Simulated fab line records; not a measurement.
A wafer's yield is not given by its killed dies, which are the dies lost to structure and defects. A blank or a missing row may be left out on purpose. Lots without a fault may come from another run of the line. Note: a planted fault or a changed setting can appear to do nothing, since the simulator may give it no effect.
Which of the tools did it?	flow berkeley_cmos170	Sampling: 7 lots, 21 wafers, 2 of 331 route steps

## WHAT THE GAUGES SHOWED, per wafer
UCB170_SILICIDE_RS_MEAS_02: measurement is done with a four-point probe.
lot	measured	on	SILICIDE_TI_RS (ohm/sq)
L564	day 7 06:38	film_metro-01	27.18 27.08 27.43
L566	day 7 18:04	film_metro-01	26.89 27.00 26.60
L570	day 8 15:44	film_metro-01	51.22 51.68 51.00
L576	day 10 10:49	film_metro-02	27.41 27.65 27.60
L579	day 10 10:58	film_metro-04	26.87 27.13 27.21
L583	day 11 11:26	film_metro-02	27.40 27.66 27.38
L584	day 12 05:40	film_metro-04	27.34 27.47 27.43

## EACH LOT AND THE TOOL THAT RAN IT (in order: tool; ch and the chambers of the sampled wafers; start)
lot	UCB170_SILICIDE_SPUTTER_01
L564	pvd_sputter-03, day 7 06:37
L566	pvd_sputter-03, day 7 18:01
L570	pvd_sputter-02, day 8 15:40
L576	pvd_sputter-04, day 10 10:40
L579	pvd_sputter-03, day 10 10:54
L583	pvd_sputter-03, day 11 11:22
L584	pvd_sputter-03, day 12 05:38
- UCB170_SILICIDE_SPUTTER_01: material Ti, target thk 30 nm, time 23.88 s.

## THE ANSWER, worked out from the rows above alone
Rule: the lots themselves supply what counts as usual. The widest of any qualifying gaps counts: lots, ordered by their means at a reading, are off when they make up no more than a third of the lots, leave a main group of 4 or more, and stand apart from it by 3 or more times the standard deviation of that group's means. A main group is skipped when, at the precision printed for the reading in the tables above, its means are all equal. Also off: a lot with no number at a reading for which 4 or more lots have one. Any other lot the step has rows for is counted as sound.
Off: at UCB170_SILICIDE_RS_MEAS_02 (SILICIDE_TI_RS), L570. The main group: mean 27.26 ohm/sq, standard deviation 0.25.
A tool fits if, at a process step before that reading, it ran every lot that is off, and no sound lot after the first of them. Gauges at UCB170_SILICIDE_RS_MEAS_02: tried the same way as those tools. 2 tools fit, pvd_sputter-02 at UCB170_SILICIDE_SPUTTER_01 and film_metro-01 at UCB170_SILICIDE_RS_MEAS_02, so this cannot tell which one it is.

## WHAT THE SIMULATOR PUT IN
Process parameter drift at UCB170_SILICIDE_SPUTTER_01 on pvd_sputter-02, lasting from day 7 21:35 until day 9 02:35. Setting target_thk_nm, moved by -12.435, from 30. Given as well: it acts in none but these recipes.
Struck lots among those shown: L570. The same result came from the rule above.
